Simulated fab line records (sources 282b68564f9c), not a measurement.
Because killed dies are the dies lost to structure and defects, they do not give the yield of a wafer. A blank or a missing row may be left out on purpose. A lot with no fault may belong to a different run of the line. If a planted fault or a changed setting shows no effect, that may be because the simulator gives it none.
fab line records / flow ritCmos
record lots=15 wafers=45 lastDay=7
route steps=202 shown PRETRO@73 GATE@85 NLDD@106 NSD@140
lots that met no fault: from a run of the same line without faults
startH: the number of hours between the record's first day and the start of the first shown wafer of the lot / waitH: hours elapsed since this lot's preceding step / " as in the row above / L1.1+2: several wafers, shown together as one row / - no value, or no start given / * or withheld: withheld / < > ~ a bound
route shown NAME@n: names a module that has steps shown in the file, with the first one's number in the route / usual: average and standard deviation across the fault-free wafers / same: alike in all rows / chamber/n: place in a boat / sites: readings site by site / _std_site: their standard deviation / _edge_site: outer sites' mean less inner sites' / radiusMm: how far each site lies from the wafer's centre / mask NAME#n: copy n / behind: the most recent tool/chamber to have shaped the wafer / hold: why the lot went on hold/how many hours it stayed there/how the hold came to an end / device: the transistor (n, p or np) that didn't switch / end of line: tests run on the same wafers once the route is complete / a step without rows: its recipe alone / killed: dies lost to structure and defects at the first sort, not the wafer's yield / map: dies across one wafer; x = killed, . = not, _ = none there
set.NAME: the setting as run; set.NAME@STEP: as run at that earlier step / model.NAME: the simulator's own value behind a step, which no gauge read
the route's steps for a sample of lots (tables are steps, rows are wafers)
services: when a tool's chamber went out of use (startH, in hours from the record's first day, below 0 if earlier), for how many hours, and the reason
## steps
# step RIT_PRETRO_STRIP_09
# recipe chemistry=O2 timeS=180 resist=NOVOLAK platenTempC=withheld powerW=500 pressureMtorr=4000 o2FlowSccm=4000
# usual drypumpMotorCurrentA=5.7/0.38
lot.wafer=L557.2 tool=plasmaAsher-02 chamber=1 startH=45.95 waitH=0.1 drypumpMotorCurrentA=6.5 rfHoursCounterH=42
lot.wafer=L557.3 tool=plasmaAsher-02 chamber=0 startH=45.95 waitH=0.1 drypumpMotorCurrentA=5.5 rfHoursCounterH=-
lot.wafer=L557.6 tool=plasmaAsher-02 chamber=0 startH=45.95 waitH=0.1 drypumpMotorCurrentA=5.5 rfHoursCounterH=-
lot.wafer=L559.3 tool=plasmaAsher-04 chamber=0 startH=63.73 waitH=0.1 drypumpMotorCurrentA=5.4 rfHoursCounterH=-
lot.wafer=L559.4 tool=plasmaAsher-04 chamber=1 startH=63.73 waitH=0.1 drypumpMotorCurrentA=5.7 rfHoursCounterH=-
lot.wafer=L559.6 tool=plasmaAsher-04 chamber=0 startH=63.73 waitH=0.1 drypumpMotorCurrentA=5.3 rfHoursCounterH=-
lot.wafer=L561.4 tool=plasmaAsher-04 chamber=1 startH=69.46 waitH=0.1 drypumpMotorCurrentA=5.8 rfHoursCounterH=-
lot.wafer=L561.5 tool=plasmaAsher-04 chamber=0 startH=69.46 waitH=0.1 drypumpMotorCurrentA=5.4 rfHoursCounterH=-
lot.wafer=L561.6 tool=plasmaAsher-04 chamber=1 startH=69.46 waitH=0.1 drypumpMotorCurrentA=5.8 rfHoursCounterH=-
lot.wafer=L564.1 tool=plasmaAsher-04 chamber=0 startH=84.33 waitH=0.1 drypumpMotorCurrentA=5.4 rfHoursCounterH=43
lot.wafer=L564.3 tool=plasmaAsher-04 chamber=0 startH=84.33 waitH=0.1 drypumpMotorCurrentA=5.3 rfHoursCounterH=-
lot.wafer=L564.4 tool=plasmaAsher-04 chamber=1 startH=84.33 waitH=0.1 drypumpMotorCurrentA=5.8 rfHoursCounterH=-
lot.wafer=L563.2 tool=plasmaAsher-02 chamber=1 startH=84.44 waitH=0.1 drypumpMotorCurrentA=6.5 rfHoursCounterH=45
lot.wafer=L563.3 tool=plasmaAsher-02 chamber=0 startH=84.44 waitH=0.1 drypumpMotorCurrentA=5.5 rfHoursCounterH=-
lot.wafer=L563.6 tool=plasmaAsher-02 chamber=1 startH=84.44 waitH=0.1 drypumpMotorCurrentA=6.5 rfHoursCounterH=-
lot.wafer=L565.1 tool=plasmaAsher-03 chamber=0 startH=84.58 waitH=0.1 drypumpMotorCurrentA=5.7 rfHoursCounterH=36
lot.wafer=L565.2 tool=plasmaAsher-03 chamber=1 startH=84.58 waitH=0.1 drypumpMotorCurrentA=5.5 rfHoursCounterH=36
lot.wafer=L565.5 tool=plasmaAsher-03 chamber=1 startH=84.58 waitH=0.1 drypumpMotorCurrentA=5.5 rfHoursCounterH=-
lot.wafer=L567.1 tool=plasmaAsher-03 chamber=1 startH=107.07 waitH=0.1 drypumpMotorCurrentA=5.6 rfHoursCounterH=38
lot.wafer=L567.5 tool=plasmaAsher-03 chamber=1 startH=107.07 waitH=0.1 drypumpMotorCurrentA=5.5 rfHoursCounterH=-
lot.wafer=L567.6 tool=plasmaAsher-03 chamber=0 startH=107.07 waitH=0.1 drypumpMotorCurrentA=5.7 rfHoursCounterH=-
lot.wafer=L566.1 tool=plasmaAsher-04 chamber=0 startH=107.29 waitH=0.1 drypumpMotorCurrentA=5.4 rfHoursCounterH=46
lot.wafer=L566.2 tool=plasmaAsher-04 chamber=1 startH=107.29 waitH=0.1 drypumpMotorCurrentA=5.7 rfHoursCounterH=46
lot.wafer=L566.6 tool=plasmaAsher-04 chamber=0 startH=107.29 waitH=0.1 drypumpMotorCurrentA=5.3 rfHoursCounterH=-
lot.wafer=L568.1 tool=plasmaAsher-03 chamber=0 startH=110.02 waitH=0.1 drypumpMotorCurrentA=5.7 rfHoursCounterH=39
lot.wafer=L568.4 tool=plasmaAsher-03 chamber=0 startH=110.02 waitH=0.1 drypumpMotorCurrentA=5.7 rfHoursCounterH=-
lot.wafer=L568.6 tool=plasmaAsher-03 chamber=1 startH=110.02 waitH=0.1 drypumpMotorCurrentA=5.6 rfHoursCounterH=-
lot.wafer=L570.3 tool=plasmaAsher-04 chamber=1 startH=110.33 waitH=0.1 drypumpMotorCurrentA=5.7 rfHoursCounterH=-
lot.wafer=L570.4 tool=plasmaAsher-04 chamber=0 startH=110.33 waitH=0.1 drypumpMotorCurrentA=5.4 rfHoursCounterH=-
lot.wafer=L570.5 tool=plasmaAsher-04 chamber=1 startH=110.33 waitH=0.1 drypumpMotorCurrentA=5.7 rfHoursCounterH=-
lot.wafer=L575.3 tool=plasmaAsher-04 chamber=0 startH=133.89 waitH=0.1 drypumpMotorCurrentA=5.3 rfHoursCounterH=-
lot.wafer=L575.4 tool=plasmaAsher-04 chamber=1 startH=133.89 waitH=0.1 drypumpMotorCurrentA=5.7 rfHoursCounterH=-
lot.wafer=L575.5 tool=plasmaAsher-04 chamber=0 startH=133.89 waitH=0.1 drypumpMotorCurrentA=5.3 rfHoursCounterH=-
lot.wafer=L577.1 tool=plasmaAsher-03 chamber=1 startH=139.11 waitH=0.1 drypumpMotorCurrentA=5.6 rfHoursCounterH=43
lot.wafer=L577.3 tool=plasmaAsher-03 chamber=1 startH=139.11 waitH=0.1 drypumpMotorCurrentA=5.5 rfHoursCounterH=-
lot.wafer=L577.6 tool=plasmaAsher-03 chamber=1 startH=139.11 waitH=0.1 drypumpMotorCurrentA=5.6 rfHoursCounterH=-
lot.wafer=L576.4 tool=plasmaAsher-04 chamber=1 startH=139.41 waitH=0.1 drypumpMotorCurrentA=5.8 rfHoursCounterH=-
lot.wafer=L576.5 tool=plasmaAsher-04 chamber=0 startH=139.41 waitH=0.1 drypumpMotorCurrentA=5.3 rfHoursCounterH=-
lot.wafer=L576.6 tool=plasmaAsher-04 chamber=1 startH=139.41 waitH=0.1 drypumpMotorCurrentA=5.7 rfHoursCounterH=-
lot.wafer=L578.3 tool=plasmaAsher-02 chamber=0 startH=147.57 waitH=0.1 drypumpMotorCurrentA=5.5 rfHoursCounterH=-
lot.wafer=L578.5 tool=plasmaAsher-02 chamber=0 startH=147.57 waitH=0.1 drypumpMotorCurrentA=5.5 rfHoursCounterH=-
lot.wafer=L578.6 tool=plasmaAsher-02 chamber=1 startH=147.57 waitH=0.1 drypumpMotorCurrentA=6.5 rfHoursCounterH=-
lot.wafer=L579.1 tool=plasmaAsher-03 chamber=0 startH=151.91 waitH=0.1 drypumpMotorCurrentA=5.7 rfHoursCounterH=45
lot.wafer=L579.2 tool=plasmaAsher-03 chamber=1 startH=151.91 waitH=0.1 drypumpMotorCurrentA=5.6 rfHoursCounterH=45
lot.wafer=L579.3 tool=plasmaAsher-03 chamber=0 startH=151.91 waitH=0.1 drypumpMotorCurrentA=5.7 rfHoursCounterH=-
# step RIT_GATE_THK_MEAS_09
# recipe reads=poly-Si_of_GATE_CVD_08
# usual GATE_POLY_THK=251.1/2.8
lot.wafer=L557.2 tool=filmMetro-04 chamber=- startH=57.74 waitH=0.0 GATE_POLY_THK[nm]=253.1
lot.wafer=L557.3 tool=filmMetro-04 chamber=- startH=57.74 waitH=0.0 GATE_POLY_THK[nm]=255.1
lot.wafer=L557.6 tool=filmMetro-04 chamber=- startH=57.74 waitH=0.0 GATE_POLY_THK[nm]=253.2
lot.wafer=L559.3 tool=filmMetro-03 chamber=- startH=74.38 waitH=0.0 GATE_POLY_THK[nm]=249.9
lot.wafer=L559.4 tool=filmMetro-03 chamber=- startH=74.38 waitH=0.0 GATE_POLY_THK[nm]=250.9
lot.wafer=L559.6 tool=filmMetro-03 chamber=- startH=74.38 waitH=0.0 GATE_POLY_THK[nm]=250.6
lot.wafer=L561.4 tool=filmMetro-04 chamber=- startH=85.52 waitH=0.0 GATE_POLY_THK[nm]=246.7
lot.wafer=L561.5 tool=filmMetro-04 chamber=- startH=85.52 waitH=0.0 GATE_POLY_THK[nm]=245.8
lot.wafer=L561.6 tool=filmMetro-04 chamber=- startH=85.52 waitH=0.0 GATE_POLY_THK[nm]=249.6
lot.wafer=L564.1 tool=filmMetro-03 chamber=- startH=92.56 waitH=0.0 GATE_POLY_THK[nm]=251.5
lot.wafer=L564.3 tool=filmMetro-03 chamber=- startH=92.56 waitH=0.0 GATE_POLY_THK[nm]=251.5
lot.wafer=L564.4 tool=filmMetro-03 chamber=- startH=92.56 waitH=0.0 GATE_POLY_THK[nm]=252.6
lot.wafer=L565.1 tool=filmMetro-04 chamber=- startH=92.56 waitH=0.0 GATE_POLY_THK[nm]=251.4
lot.wafer=L565.2 tool=filmMetro-04 chamber=- startH=92.56 waitH=0.0 GATE_POLY_THK[nm]=250.2
lot.wafer=L565.5 tool=filmMetro-04 chamber=- startH=92.56 waitH=0.0 GATE_POLY_THK[nm]=250.4
lot.wafer=L563.2 tool=filmMetro-01 chamber=- startH=92.57 waitH=0.0 GATE_POLY_THK[nm]=252.4
lot.wafer=L563.3 tool=filmMetro-01 chamber=- startH=92.57 waitH=0.0 GATE_POLY_THK[nm]=253.0
lot.wafer=L563.6 tool=filmMetro-01 chamber=- startH=92.57 waitH=0.0 GATE_POLY_THK[nm]=251.5
lot.wafer=L566.1 tool=filmMetro-04 chamber=- startH=111.69 waitH=0.0 GATE_POLY_THK[nm]=257.4
lot.wafer=L566.2 tool=filmMetro-04 chamber=- startH=111.69 waitH=0.0 GATE_POLY_THK[nm]=256.6
lot.wafer=L566.6 tool=filmMetro-04 chamber=- startH=111.69 waitH=0.0 GATE_POLY_THK[nm]=257.6
lot.wafer=L567.1 tool=filmMetro-03 chamber=- startH=111.69 waitH=0.0 GATE_POLY_THK[nm]=252.6
lot.wafer=L567.5 tool=filmMetro-03 chamber=- startH=111.69 waitH=0.0 GATE_POLY_THK[nm]=252.9
lot.wafer=L567.6 tool=filmMetro-03 chamber=- startH=111.69 waitH=0.0 GATE_POLY_THK[nm]=254.1
lot.wafer=L570.3 tool=filmMetro-01 chamber=- startH=117.07 waitH=0.0 GATE_POLY_THK[nm]=250.0
lot.wafer=L570.4 tool=filmMetro-01 chamber=- startH=117.07 waitH=0.0 GATE_POLY_THK[nm]=248.8
lot.wafer=L570.5 tool=filmMetro-01 chamber=- startH=117.07 waitH=0.0 GATE_POLY_THK[nm]=248.4
lot.wafer=L568.1 tool=filmMetro-04 chamber=- startH=117.84 waitH=0.0 GATE_POLY_THK[nm]=254.6
lot.wafer=L568.4 tool=filmMetro-04 chamber=- startH=117.84 waitH=0.0 GATE_POLY_THK[nm]=254.3
lot.wafer=L568.6 tool=filmMetro-04 chamber=- startH=117.84 waitH=0.0 GATE_POLY_THK[nm]=254.1
lot.wafer=L575.3 tool=filmMetro-03 chamber=- startH=140.59 waitH=0.0 GATE_POLY_THK[nm]=250.2
lot.wafer=L575.4 tool=filmMetro-03 chamber=- startH=140.59 waitH=0.0 GATE_POLY_THK[nm]=250.5
lot.wafer=L575.5 tool=filmMetro-03 chamber=- startH=140.59 waitH=0.0 GATE_POLY_THK[nm]=250.9
lot.wafer=L577.1 tool=filmMetro-01 chamber=- startH=144.91 waitH=0.0 GATE_POLY_THK[nm]=254.7
lot.wafer=L577.3 tool=filmMetro-01 chamber=- startH=144.91 waitH=0.0 GATE_POLY_THK[nm]=253.0
lot.wafer=L577.6 tool=filmMetro-01 chamber=- startH=144.91 waitH=0.0 GATE_POLY_THK[nm]=253.7
lot.wafer=L576.4 tool=filmMetro-03 chamber=- startH=144.94 waitH=0.0 GATE_POLY_THK[nm]=250.7
lot.wafer=L576.5 tool=filmMetro-03 chamber=- startH=144.94 waitH=0.0 GATE_POLY_THK[nm]=252.3
lot.wafer=L576.6 tool=filmMetro-03 chamber=- startH=144.94 waitH=0.0 GATE_POLY_THK[nm]=250.0
lot.wafer=L578.3 tool=filmMetro-01 chamber=- startH=153.90 waitH=0.0 GATE_POLY_THK[nm]=246.3
lot.wafer=L578.5 tool=filmMetro-01 chamber=- startH=153.90 waitH=0.0 GATE_POLY_THK[nm]=246.9
lot.wafer=L578.6 tool=filmMetro-01 chamber=- startH=153.90 waitH=0.0 GATE_POLY_THK[nm]=247.9
lot.wafer=L579.1 tool=filmMetro-01 chamber=- startH=155.71 waitH=0.0 GATE_POLY_THK[nm]=249.0
lot.wafer=L579.2 tool=filmMetro-01 chamber=- startH=155.71 waitH=0.0 GATE_POLY_THK[nm]=249.8
lot.wafer=L579.3 tool=filmMetro-01 chamber=- startH=155.71 waitH=0.0 GATE_POLY_THK[nm]=250.7
# step RIT_NLDD_EXPOSE_03
# recipe maskId=M7 na=0.57 targetCdNm=40700 doseMj=250
# usual exposureDoseMJCm2=250.05/0.24 focusOffsetNm=0.0/0.59
lot.wafer=L557.2 tool=ilineStepper-01 chamber=0 startH=66.00 waitH=0.1 mask=M7#0 exposureDoseMJCm2=249.60 focusOffsetNm=0.0
lot.wafer=L557.3 tool=ilineStepper-01 chamber=0 startH=66.00 waitH=0.1 mask=M7#0 exposureDoseMJCm2=250.08 focusOffsetNm=0.4
lot.wafer=L557.6 tool=ilineStepper-01 chamber=0 startH=66.00 waitH=0.1 mask=M7#0 exposureDoseMJCm2=250.00 focusOffsetNm=-0.1
lot.wafer=L559.3 tool=ilineStepper-02 chamber=0 startH=84.35 waitH=0.2 mask=M7#0 exposureDoseMJCm2=250.17 focusOffsetNm=-0.2
lot.wafer=L559.4 tool=ilineStepper-02 chamber=0 startH=84.35 waitH=0.2 mask=M7#0 exposureDoseMJCm2=250.34 focusOffsetNm=0.1
lot.wafer=L559.6 tool=ilineStepper-02 chamber=0 startH=84.35 waitH=0.2 mask=M7#0 exposureDoseMJCm2=249.83 focusOffsetNm=-0.2
lot.wafer=L561.4 tool=ilineStepper-02 chamber=0 startH=94.00 waitH=0.1 mask=M7#0 exposureDoseMJCm2=249.73 focusOffsetNm=0.9
lot.wafer=L561.5 tool=ilineStepper-02 chamber=0 startH=94.00 waitH=0.1 mask=M7#0 exposureDoseMJCm2=250.13 focusOffsetNm=0.6
lot.wafer=L561.6 tool=ilineStepper-02 chamber=0 startH=94.00 waitH=0.1 mask=M7#0 exposureDoseMJCm2=249.75 focusOffsetNm=2.1
lot.wafer=L563.2 tool=ilineStepper-02 chamber=0 startH=97.85 waitH=0.1 mask=M7#0 exposureDoseMJCm2=250.21 focusOffsetNm=-0.6
lot.wafer=L563.3 tool=ilineStepper-02 chamber=0 startH=97.85 waitH=0.1 mask=M7#0 exposureDoseMJCm2=250.10 focusOffsetNm=-0.5
lot.wafer=L563.6 tool=ilineStepper-02 chamber=0 startH=97.85 waitH=0.1 mask=M7#0 exposureDoseMJCm2=250.00 focusOffsetNm=0.0
lot.wafer=L564.1 tool=ilineStepper-02 chamber=0 startH=98.93 waitH=0.1 mask=M7#0 exposureDoseMJCm2=250.01 focusOffsetNm=0.5
lot.wafer=L564.3 tool=ilineStepper-02 chamber=0 startH=98.93 waitH=0.1 mask=M7#0 exposureDoseMJCm2=250.49 focusOffsetNm=0.4
lot.wafer=L564.4 tool=ilineStepper-02 chamber=0 startH=98.93 waitH=0.1 mask=M7#0 exposureDoseMJCm2=250.31 focusOffsetNm=0.5
lot.wafer=L565.1 tool=ilineStepper-02 chamber=0 startH=99.05 waitH=0.2 mask=M7#0 exposureDoseMJCm2=249.53 focusOffsetNm=-0.4
lot.wafer=L565.2 tool=ilineStepper-02 chamber=0 startH=99.05 waitH=0.2 mask=M7#0 exposureDoseMJCm2=249.76 focusOffsetNm=-0.5
lot.wafer=L565.5 tool=ilineStepper-02 chamber=0 startH=99.05 waitH=0.2 mask=M7#0 exposureDoseMJCm2=250.10 focusOffsetNm=-0.8
lot.wafer=L566.1 tool=ilineStepper-02 chamber=0 startH=119.45 waitH=2.0 mask=M7#0 exposureDoseMJCm2=250.03 focusOffsetNm=1.0
lot.wafer=L566.2 tool=ilineStepper-02 chamber=0 startH=119.45 waitH=2.0 mask=M7#0 exposureDoseMJCm2=250.20 focusOffsetNm=-0.1
lot.wafer=L566.6 tool=ilineStepper-02 chamber=0 startH=119.45 waitH=2.0 mask=M7#0 exposureDoseMJCm2=250.17 focusOffsetNm=0.5
lot.wafer=L567.1 tool=ilineStepper-02 chamber=- startH=119.57 waitH=2.1 mask=M7#0 exposureDoseMJCm2=- focusOffsetNm=-
lot.wafer=L567.5 tool=ilineStepper-02 chamber=- startH=119.57 waitH=2.1 mask=M7#0 exposureDoseMJCm2=- focusOffsetNm=-
lot.wafer=L567.6 tool=ilineStepper-02 chamber=- startH=119.57 waitH=2.1 mask=M7#0 exposureDoseMJCm2=- focusOffsetNm=-
lot.wafer=L570.3 tool=ilineStepper-01 chamber=- startH=128.71 waitH=0.2 mask=M7#0 exposureDoseMJCm2=- focusOffsetNm=-
lot.wafer=L570.4 tool=ilineStepper-01 chamber=- startH=128.71 waitH=0.2 mask=M7#0 exposureDoseMJCm2=- focusOffsetNm=-
lot.wafer=L570.5 tool=ilineStepper-01 chamber=- startH=128.71 waitH=0.2 mask=M7#0 exposureDoseMJCm2=- focusOffsetNm=-
lot.wafer=L568.1 tool=ilineStepper-01 chamber=- startH=128.78 waitH=0.4 mask=M7#0 exposureDoseMJCm2=- focusOffsetNm=-
lot.wafer=L568.4 tool=ilineStepper-01 chamber=- startH=128.78 waitH=0.4 mask=M7#0 exposureDoseMJCm2=- focusOffsetNm=-
lot.wafer=L568.6 tool=ilineStepper-01 chamber=- startH=128.78 waitH=0.4 mask=M7#0 exposureDoseMJCm2=- focusOffsetNm=-
lot.wafer=L575.3 tool=ilineStepper-02 chamber=0 startH=146.88 waitH=0.3 mask=M7#0 exposureDoseMJCm2=249.68 focusOffsetNm=-0.3
lot.wafer=L575.4 tool=ilineStepper-02 chamber=0 startH=146.88 waitH=0.3 mask=M7#0 exposureDoseMJCm2=249.83 focusOffsetNm=-0.8
lot.wafer=L575.5 tool=ilineStepper-02 chamber=0 startH=146.88 waitH=0.3 mask=M7#0 exposureDoseMJCm2=249.69 focusOffsetNm=0.0
lot.wafer=L576.4 tool=ilineStepper-02 chamber=0 startH=151.20 waitH=0.1 mask=M7#0 exposureDoseMJCm2=250.03 focusOffsetNm=-0.8
lot.wafer=L576.5 tool=ilineStepper-02 chamber=0 startH=151.20 waitH=0.1 mask=M7#0 exposureDoseMJCm2=250.08 focusOffsetNm=-0.4
lot.wafer=L576.6 tool=ilineStepper-02 chamber=0 startH=151.20 waitH=0.1 mask=M7#0 exposureDoseMJCm2=250.29 focusOffsetNm=-0.2
lot.wafer=L577.1 tool=ilineStepper-02 chamber=0 startH=151.26 waitH=0.2 mask=M7#0 exposureDoseMJCm2=250.01 focusOffsetNm=-0.6
lot.wafer=L577.3 tool=ilineStepper-02 chamber=0 startH=151.26 waitH=0.2 mask=M7#0 exposureDoseMJCm2=250.23 focusOffsetNm=-0.1
lot.wafer=L577.6 tool=ilineStepper-02 chamber=0 startH=151.26 waitH=0.2 mask=M7#0 exposureDoseMJCm2=250.36 focusOffsetNm=0.2
lot.wafer=L578.3 tool=ilineStepper-01 chamber=0 startH=159.21 waitH=0.2 mask=M7#0 exposureDoseMJCm2=250.12 focusOffsetNm=0.4
lot.wafer=L578.5 tool=ilineStepper-01 chamber=0 startH=159.21 waitH=0.2 mask=M7#0 exposureDoseMJCm2=249.69 focusOffsetNm=0.2
lot.wafer=L578.6 tool=ilineStepper-01 chamber=0 startH=159.21 waitH=0.2 mask=M7#0 exposureDoseMJCm2=249.97 focusOffsetNm=-0.4
lot.wafer=L579.1 tool=ilineStepper-02 chamber=0 startH=161.55 waitH=0.2 mask=M7#0 exposureDoseMJCm2=250.17 focusOffsetNm=-0.3
lot.wafer=L579.2 tool=ilineStepper-02 chamber=0 startH=161.55 waitH=0.2 mask=M7#0 exposureDoseMJCm2=250.42 focusOffsetNm=-1.0
lot.wafer=L579.3 tool=ilineStepper-02 chamber=0 startH=161.55 waitH=0.2 mask=M7#0 exposureDoseMJCm2=250.58 focusOffsetNm=-0.2
# step RIT_NSD_STRIP_09
# recipe chemistry=O2 timeS=180 resist=NOVOLAK platenTempC=withheld powerW=500 pressureMtorr=4000 o2FlowSccm=4000
# usual drypumpMotorCurrentA=5.7/0.35
lot.wafer=L557.2 tool=plasmaAsher-03 chamber=0 startH=72.63 waitH=0.1 drypumpMotorCurrentA=5.6 rfHoursCounterH=35
lot.wafer=L557.3 tool=plasmaAsher-03 chamber=0 startH=72.63 waitH=0.1 drypumpMotorCurrentA=5.6 rfHoursCounterH=-
lot.wafer=L557.6 tool=plasmaAsher-03 chamber=1 startH=72.63 waitH=0.1 drypumpMotorCurrentA=5.5 rfHoursCounterH=-
lot.wafer=L559.3 tool=plasmaAsher-03 chamber=1 startH=90.59 waitH=0.1 drypumpMotorCurrentA=5.6 rfHoursCounterH=-
lot.wafer=L559.4 tool=plasmaAsher-03 chamber=0 startH=90.59 waitH=0.1 drypumpMotorCurrentA=5.7 rfHoursCounterH=-
lot.wafer=L559.6 tool=plasmaAsher-03 chamber=1 startH=90.59 waitH=0.1 drypumpMotorCurrentA=5.5 rfHoursCounterH=-
lot.wafer=L561.4 tool=plasmaAsher-04 chamber=0 startH=100.88 waitH=0.1 drypumpMotorCurrentA=5.3 rfHoursCounterH=-
lot.wafer=L561.5 tool=plasmaAsher-04 chamber=0 startH=100.88 waitH=0.1 drypumpMotorCurrentA=5.3 rfHoursCounterH=-
lot.wafer=L561.6 tool=plasmaAsher-04 chamber=1 startH=100.88 waitH=0.1 drypumpMotorCurrentA=5.7 rfHoursCounterH=-
lot.wafer=L563.2 tool=plasmaAsher-03 chamber=0 startH=110.92 waitH=0.1 drypumpMotorCurrentA=5.6 rfHoursCounterH=39
lot.wafer=L563.3 tool=plasmaAsher-03 chamber=1 startH=110.92 waitH=0.1 drypumpMotorCurrentA=5.6 rfHoursCounterH=-
lot.wafer=L563.6 tool=plasmaAsher-03 chamber=1 startH=110.92 waitH=0.1 drypumpMotorCurrentA=5.5 rfHoursCounterH=-
lot.wafer=L564.1 tool=plasmaAsher-04 chamber=1 startH=111.04 waitH=0.1 drypumpMotorCurrentA=5.7 rfHoursCounterH=47
lot.wafer=L564.3 tool=plasmaAsher-04 chamber=1 startH=111.04 waitH=0.1 drypumpMotorCurrentA=5.7 rfHoursCounterH=-
lot.wafer=L564.4 tool=plasmaAsher-04 chamber=0 startH=111.04 waitH=0.1 drypumpMotorCurrentA=5.3 rfHoursCounterH=-
lot.wafer=L565.1 tool=plasmaAsher-03 chamber=1 startH=111.84 waitH=0.1 drypumpMotorCurrentA=5.6 rfHoursCounterH=39
lot.wafer=L565.2 tool=plasmaAsher-03 chamber=0 startH=111.84 waitH=0.1 drypumpMotorCurrentA=5.7 rfHoursCounterH=39
lot.wafer=L565.5 tool=plasmaAsher-03 chamber=1 startH=111.84 waitH=0.1 drypumpMotorCurrentA=5.5 rfHoursCounterH=-
lot.wafer=L566.1 tool=plasmaAsher-02 chamber=1 startH=125.84 waitH=0.1 drypumpMotorCurrentA=6.5 rfHoursCounterH=1
lot.wafer=L566.2 tool=plasmaAsher-02 chamber=0 startH=125.84 waitH=0.1 drypumpMotorCurrentA=5.5 rfHoursCounterH=1
lot.wafer=L566.6 tool=plasmaAsher-02 chamber=0 startH=125.84 waitH=0.1 drypumpMotorCurrentA=5.5 rfHoursCounterH=-
lot.wafer=L567.1 tool=plasmaAsher-04 chamber=1 startH=126.84 waitH=0.1 drypumpMotorCurrentA=5.7 rfHoursCounterH=49
lot.wafer=L567.5 tool=plasmaAsher-04 chamber=0 startH=126.84 waitH=0.1 drypumpMotorCurrentA=5.3 rfHoursCounterH=-
lot.wafer=L567.6 tool=plasmaAsher-04 chamber=1 startH=126.84 waitH=0.1 drypumpMotorCurrentA=5.8 rfHoursCounterH=-
lot.wafer=L570.3 tool=plasmaAsher-02 chamber=1 startH=135.38 waitH=0.1 drypumpMotorCurrentA=6.5 rfHoursCounterH=-
lot.wafer=L570.4 tool=plasmaAsher-02 chamber=0 startH=135.38 waitH=0.1 drypumpMotorCurrentA=5.5 rfHoursCounterH=-
lot.wafer=L570.5 tool=plasmaAsher-02 chamber=1 startH=135.38 waitH=0.1 drypumpMotorCurrentA=6.5 rfHoursCounterH=-
lot.wafer=L568.1 tool=plasmaAsher-03 chamber=1 startH=135.57 waitH=0.1 drypumpMotorCurrentA=5.6 rfHoursCounterH=42
lot.wafer=L568.4 tool=plasmaAsher-03 chamber=1 startH=135.57 waitH=0.1 drypumpMotorCurrentA=5.5 rfHoursCounterH=-
lot.wafer=L568.6 tool=plasmaAsher-03 chamber=1 startH=135.57 waitH=0.1 drypumpMotorCurrentA=5.5 rfHoursCounterH=-
lot.wafer=L575.3 tool=plasmaAsher-04 chamber=1 startH=153.37 waitH=0.1 drypumpMotorCurrentA=5.7 rfHoursCounterH=-
lot.wafer=L575.4 tool=plasmaAsher-04 chamber=0 startH=153.37 waitH=0.1 drypumpMotorCurrentA=5.4 rfHoursCounterH=-
lot.wafer=L575.5 tool=plasmaAsher-04 chamber=1 startH=153.37 waitH=0.1 drypumpMotorCurrentA=5.8 rfHoursCounterH=-
lot.wafer=L576.4 tool=plasmaAsher-03 chamber=0 startH=157.69 waitH=0.1 drypumpMotorCurrentA=5.7 rfHoursCounterH=-
lot.wafer=L576.5 tool=plasmaAsher-03 chamber=0 startH=157.69 waitH=0.1 drypumpMotorCurrentA=5.7 rfHoursCounterH=-
lot.wafer=L576.6 tool=plasmaAsher-03 chamber=1 startH=157.69 waitH=0.1 drypumpMotorCurrentA=5.6 rfHoursCounterH=-
lot.wafer=L577.1 tool=plasmaAsher-03 chamber=1 startH=159.08 waitH=0.1 drypumpMotorCurrentA=5.5 rfHoursCounterH=46
lot.wafer=L577.3 tool=plasmaAsher-03 chamber=0 startH=159.08 waitH=0.1 drypumpMotorCurrentA=5.7 rfHoursCounterH=-
lot.wafer=L577.6 tool=plasmaAsher-03 chamber=0 startH=159.08 waitH=0.1 drypumpMotorCurrentA=5.7 rfHoursCounterH=-
lot.wafer=L578.3 tool=plasmaAsher-04 chamber=1 startH=165.30 waitH=0.1 drypumpMotorCurrentA=5.7 rfHoursCounterH=-
lot.wafer=L578.5 tool=plasmaAsher-04 chamber=1 startH=165.30 waitH=0.1 drypumpMotorCurrentA=5.8 rfHoursCounterH=-
lot.wafer=L578.6 tool=plasmaAsher-04 chamber=0 startH=165.30 waitH=0.1 drypumpMotorCurrentA=5.4 rfHoursCounterH=-
lot.wafer=L579.1 tool=plasmaAsher-02 chamber=0 startH=167.92 waitH=0.1 drypumpMotorCurrentA=5.5 rfHoursCounterH=7
lot.wafer=L579.2 tool=plasmaAsher-02 chamber=1 startH=167.92 waitH=0.1 drypumpMotorCurrentA=6.5 rfHoursCounterH=7
lot.wafer=L579.3 tool=plasmaAsher-02 chamber=1 startH=167.92 waitH=0.1 drypumpMotorCurrentA=6.5 rfHoursCounterH=-
## services
tool=plasmaAsher-03 chamber=- startH=67.92 hours=3.8 kind=repair
tool=ilineStepper-01 chamber=- startH=69.13 hours=1.7 kind=pm
tool=ilineStepper-01 chamber=- startH=76.64 hours=28.9 kind=pm
tool=plasmaAsher-02 chamber=- startH=108.75 hours=9.0 kind=pm
tool=plasmaAsher-02 chamber=0 startH=108.75 hours=9.0 kind=ventCycle
tool=plasmaAsher-02 chamber=1 startH=108.75 hours=9.0 kind=ventCycle
tool=plasmaAsher-02 chamber=0 startH=117.75 hours=- kind=clean
tool=plasmaAsher-02 chamber=1 startH=117.75 hours=- kind=clean
tool=ilineStepper-02 chamber=- startH=122.96 hours=8.9 kind=pm
tool=plasmaAsher-03 chamber=- startH=130.17 hours=3.4 kind=repair
tool=ilineStepper-02 chamber=- startH=131.85 hours=1.7 kind=pm
tool=ilineStepper-01 chamber=- startH=159.31 hours=3.5 kind=repair
## key
firstSign step=RIT_NLDD_EXPOSE_03 reading=toolRecord direction=missing
effect none on later readings
metAt RIT_NLDD_EXPOSE_03
struckLots L567,L568,L570
sortLeftOut L567.1,L567.5,L567.6,L568.1,L568.4,L568.6,L570.3,L570.4,L570.5
testerLeftOut L567,L568,L570
notActingAt RIT_PRETRO_STRIP_09,RIT_GATE_THK_MEAS_09,RIT_NSD_STRIP_09
onsetBetween 119.45 119.57
fault kind=skippedStepWhole tool=ilineStepper-01,ilineStepper-02 chamber=- onsetH=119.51 steps=RIT_NLDD_EXPOSE_03 scope=struckLotsOnly
# testerLeftOut: of these lots the tester's yield and bins aren't shown, on N5 and GAA mostly nor the transistor test; their killed dies are dies lost to structure and defects alone, not to doping, threshold or leakage, so they don't give the yield
# sortLeftOut: the simulated sort isn't trusted on such a fault, so these wafers' sort isn't shown, and their yield isn't known
